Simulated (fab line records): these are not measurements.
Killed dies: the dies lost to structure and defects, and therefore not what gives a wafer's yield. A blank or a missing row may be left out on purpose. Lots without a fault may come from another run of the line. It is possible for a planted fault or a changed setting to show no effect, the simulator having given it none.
Which tool was responsible? + flow rit-cmos + 45 wafers from 15 lots sampled at 2 of the route's 202 steps

== WHAT THE GAUGES READ, wafer by wafer ==
RIT_ACTIVE_THK_MEAS_04. Usual: ACTIVE_NITRIDE_THK 150.8 nm, standard deviation 1.3.
| lot  | measured    | on            | ACTIVE_NITRIDE_THK (nm)             | flag |
|------|-------------|---------------|-------------------------------------|------|
| L754 | day 1 13:52 | film-metro-04 | 150.7 152.0 152.0                   |      |
| L756 | day 1 23:40 | film-metro-01 | 150.2 150.0 150.2                   |      |
| L758 | day 2 10:14 | film-metro-03 | 154.3 152.7 152.9                   |      |
| L759 | day 2 16:13 | film-metro-01 | 150.5 151.0 150.3                   |      |
| L760 | day 2 20:37 | film-metro-03 | 149.9 150.3 150.1                   |      |
| L761 | day 3 03:52 | film-metro-04 | 300.4 301.9 299.4 300.7 301.8 299.7 | OFF  |
| L762 | day 3 05:32 | film-metro-01 | 149.0 150.9 150.0                   |      |
| L765 | day 4 00:05 | film-metro-03 | 303.5 304.8 303.1 303.4 304.8 303.3 | OFF  |
| L770 | day 5 01:13 | film-metro-04 | 304.0 301.4 302.0 303.8 301.3 301.9 | OFF  |
| L771 | day 5 04:39 | film-metro-01 | 151.6 152.3 151.8                   |      |
| L772 | day 5 10:55 | film-metro-01 | 151.7 151.4 152.1                   |      |
| L774 | day 5 18:42 | film-metro-04 | 151.7 149.6 150.4                   |      |
| L775 | day 6 03:10 | film-metro-04 | 151.6 150.3 150.6                   |      |
| L776 | day 6 08:15 | film-metro-04 | 148.7 148.3 148.7                   |      |
| L777 | day 6 10:30 | film-metro-03 | 151.4 151.1 150.7                   |      |

== WHAT TOOL EACH LOT RAN ON (gives the tool, then ch and the chambers of the sampled wafers, and finally the start) ==
| lot  | RIT_ACTIVE_CVD_03          |
|------|----------------------------|
| L754 | lpcvd-02 ch 1, day 1 12:28 |
| L756 | lpcvd-02 ch 1, day 1 22:14 |
| L758 | lpcvd-01 ch 0, day 2 08:07 |
| L759 | lpcvd-02 ch 1, day 2 14:48 |
| L760 | lpcvd-02 ch 0, day 2 19:11 |
| L761 | lpcvd-01 ch 1, day 2 23:26 |
| L762 | lpcvd-02 ch 0, day 3 04:07 |
| L765 | lpcvd-01 ch 1, day 3 20:26 |
| L770 | lpcvd-02 ch 1, day 4 20:47 |
| L771 | lpcvd-01 ch 1, day 5 03:13 |
| L772 | lpcvd-01 ch 0, day 5 09:31 |
| L774 | lpcvd-01 ch 0, day 5 17:16 |
| L775 | lpcvd-01 ch 0, day 6 01:02 |
| L776 | lpcvd-02 ch 1, day 6 06:50 |
| L777 | lpcvd-01 ch 1, day 6 09:05 |
- RIT_ACTIVE_CVD_03: deposits Si3N4 from SiH2Cl2/NH3, target thk 150 nm, time 1500 s.

== AS READ BY THE TOOLS THEMSELVES (means over the sampled wafers that have a number; for cases with no such wafer, the mark the record gives instead) ==
RIT_ACTIVE_CVD_03. Usual: nh3-flow-sccm 149.9 sccm, standard deviation 0.41; susceptor-temp-C 810.0 C, standard deviation 0.37.
| lot  | tool     | nh3-flow-sccm (sccm) | susceptor-temp-C (C) | flag |
|------|----------|----------------------|----------------------|------|
| L754 | lpcvd-02 | 150.2                | 809.7                |      |
| L756 | lpcvd-02 | 149.7                | 810.3                |      |
| L758 | lpcvd-01 | 150.1                | 810.0                |      |
| L759 | lpcvd-02 | 149.7                | 810.1                |      |
| L760 | lpcvd-02 | 149.7                | 810.3                |      |
| L761 | lpcvd-01 | 150.0                | 810.3                |      |
| L762 | lpcvd-02 | 149.8                | 809.6                |      |
| L765 | lpcvd-01 | 150.1                | 809.7                |      |
| L770 | lpcvd-02 | 150.1                | 810.4                |      |
| L771 | lpcvd-01 | 149.9                | 809.9                |      |
| L772 | lpcvd-01 | 149.6                | 809.9                |      |
| L774 | lpcvd-01 | 149.7                | 810.4                |      |
| L775 | lpcvd-01 | 150.1                | 809.9                |      |
| L776 | lpcvd-02 | 150.0                | 810.0                |      |
| L777 | lpcvd-01 | 150.2                | 809.8                |      |

== THE ANSWER, worked out from the rows above alone ==
Rule: a lot is off if the mean of its wafers that have a number lies more than 3 standard deviations from the usual mean. A lot without any number at a reading at which 4 lots or more have one is off too. Any other lot the step has rows for is counted as sound. First the gauges in route order, then the tools' own readings, where a lot's mean is used as printed above. The first step at which some lot is off is used, and at that step the reading that is off furthest; a lot without a number counts as furthest.
Off: L761, L765, L770, seen at RIT_ACTIVE_THK_MEAS_04 (ACTIVE_NITRIDE_THK).
If a tool, at a process step before that reading, ran all the lots that are off and no sound lot after the first of them, it fits. Gauges at RIT_ACTIVE_THK_MEAS_04: tried the same way as those tools. None of those tried fits.

== WHAT THE SIMULATOR HAD PUT IN ==
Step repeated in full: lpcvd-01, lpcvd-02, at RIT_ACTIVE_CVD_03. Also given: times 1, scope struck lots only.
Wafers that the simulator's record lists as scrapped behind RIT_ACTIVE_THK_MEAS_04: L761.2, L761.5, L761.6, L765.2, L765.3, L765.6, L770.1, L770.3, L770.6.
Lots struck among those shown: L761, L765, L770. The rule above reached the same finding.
